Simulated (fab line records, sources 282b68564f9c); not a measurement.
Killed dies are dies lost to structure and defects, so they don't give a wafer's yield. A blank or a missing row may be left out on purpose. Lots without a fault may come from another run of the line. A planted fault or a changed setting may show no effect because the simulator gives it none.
Split-lot experiment | flow rit_cmos | 5 lots, 23 wafers read, on a route of 202 steps

THE SPLIT
At RIT_SILICIDE_SPUTTER_01 (material Ti, target thk 30 nm, time 240 s), the setting time_s was moved away from the recipe's 240 s on 4 of the 23 wafers read, by -9.8% to +4.7%. The other wafers ran this setting at the recipe's value.

FROM THE SPLIT TO THE READING: what the file shows between them, 1 step
- RIT_SILICIDE_RS_MEAS_02: measures by four-point-probe

THE READING
SILICIDE_TI_THK, in nm, at RIT_SILICIDE_THK_MEAS_03 (measures by xrf). Fault-free wafers of this fab line usually give 29.62 nm, standard deviation 0.23 nm.

wafer  | tool, chamber at the split | time_s as run, s | against the recipe | SILICIDE_TI_THK, nm | against lot-mates on the recipe
L074.1 | pvd_sputter-02, -          | 240              | recipe             | 29.61               | -
L074.4 | pvd_sputter-02, -          | 240              | recipe             | 29.24               | -
L074.5 | pvd_sputter-02, -          | 240              | recipe             | 29.50               | -
L075.1 | pvd_sputter-04, -          | 240              | recipe             | 29.61               | -
L075.2 | pvd_sputter-04, -          | 240              | recipe             | 30.00               | -
L075.3 | pvd_sputter-04, -          | 240              | recipe             | 29.57               | -
L075.5 | pvd_sputter-04, -          | 216.5            | -9.8%              | 26.84               | -2.89
L075.6 | pvd_sputter-04, -          | 216.5            | -9.8%              | 26.38               | -3.35
L077.1 | pvd_sputter-04, -          | 251.2            | +4.7%              | 30.76               | +1.25
L077.2 | pvd_sputter-04, -          | 240              | recipe             | 29.23               | -
L077.4 | pvd_sputter-04, -          | 240              | recipe             | 29.93               | -
L077.5 | pvd_sputter-04, -          | 240              | recipe             | 29.37               | -
L077.6 | pvd_sputter-04, -          | 251.2            | +4.7%              | 30.81               | +1.30
L079.1 | pvd_sputter-04, -          | 240              | recipe             | 29.65               | -
L079.2 | pvd_sputter-04, -          | 240              | recipe             | 29.30               | -
L079.4 | pvd_sputter-04, -          | 240              | recipe             | 29.58               | -
L079.5 | pvd_sputter-04, -          | 240              | recipe             | 29.61               | -
L079.6 | pvd_sputter-04, -          | 240              | recipe             | 29.52               | -
L084.1 | pvd_sputter-02, -          | 240              | recipe             | 29.22               | -
L084.2 | pvd_sputter-02, -          | 240              | recipe             | 29.48               | -
L084.3 | pvd_sputter-02, -          | 240              | recipe             | 29.31               | -
L084.5 | pvd_sputter-02, -          | 240              | recipe             | 29.68               | -
L084.6 | pvd_sputter-02, -          | 240              | recipe             | 29.61               | -

THE FIT
A straight line over all 23 wafers: SILICIDE_TI_THK changes by +0.292 nm for each +1% of time_s; r = +0.98; the points scatter about the line by 0.22 nm.
The same after taking each lot's own level away (the mean of its wafers on the recipe; 23 wafers): +0.309 nm for each +1%; r = +0.98; scatter 0.2 nm.
On that fit, the largest move of time_s shifts the reading by 3 nm.
The lots' own levels span 29.450 to 29.727 nm, that is 1.2 times the standard deviation above.
So the lot-to-lot level changes the slope little: the two slopes agree.
Check: with one of the wafers moved furthest among these (-9.8%) left out of the fit, the line predicts -3.17 nm for it against its lot-mates. It came out at -2.89 nm against them.

OTHER SPLITS ON THESE WAFERS
These wafers also went through other splits before the reading. Each is held against what the fit with the lots' levels taken away leaves over:
other split on the same wafers | wafers away from the commonest value | r with SILICIDE_TI_THK (lot level and that fit taken away)
RIT_PLDD_SOFTBAKE_02 temp_c    | 7                                    | +0.25
RIT_NSD_IMPLANT_08 dose_cm2    | 4                                    | -0.08
RIT_PSD_COAT_01 spin_rpm       | 10                                   | -0.02
RIT_PSD_IMPLANT_08 energy_kev  | 5                                    | -0.42
RIT_SDANNEAL_CLEAN_02 time_s   | 10                                   | -0.03

THE WHOLE CHAIN: every reading that the file lists as answering this split, in the file's order
step                     | what it does                              | reading                                                                           | change (the file's fit)               | r (the file's)
RIT_SILICIDE_SPUTTER_01  | material Ti, target thk 30 nm, time 240 s | Ti_of_SILICIDE_SPUTTER_01.thk_nm (the simulator's own value, which no gauge read) | +0.311 nm for each +1% of the setting | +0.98
RIT_SILICIDE_RS_MEAS_02  | measures by four-point-probe              | SILICIDE_TI_RS                                                                    | -0.69 for each +1% of the setting     | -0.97
RIT_SILICIDE_THK_MEAS_03 | measures by xrf                           | SILICIDE_TI_THK                                                                   | +0.31 for each +1% of the setting     | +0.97

THE FILE'S OWN FIT
SILICIDE_TI_THK changes by +0.31 nm for each +1% of time_s, r = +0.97.
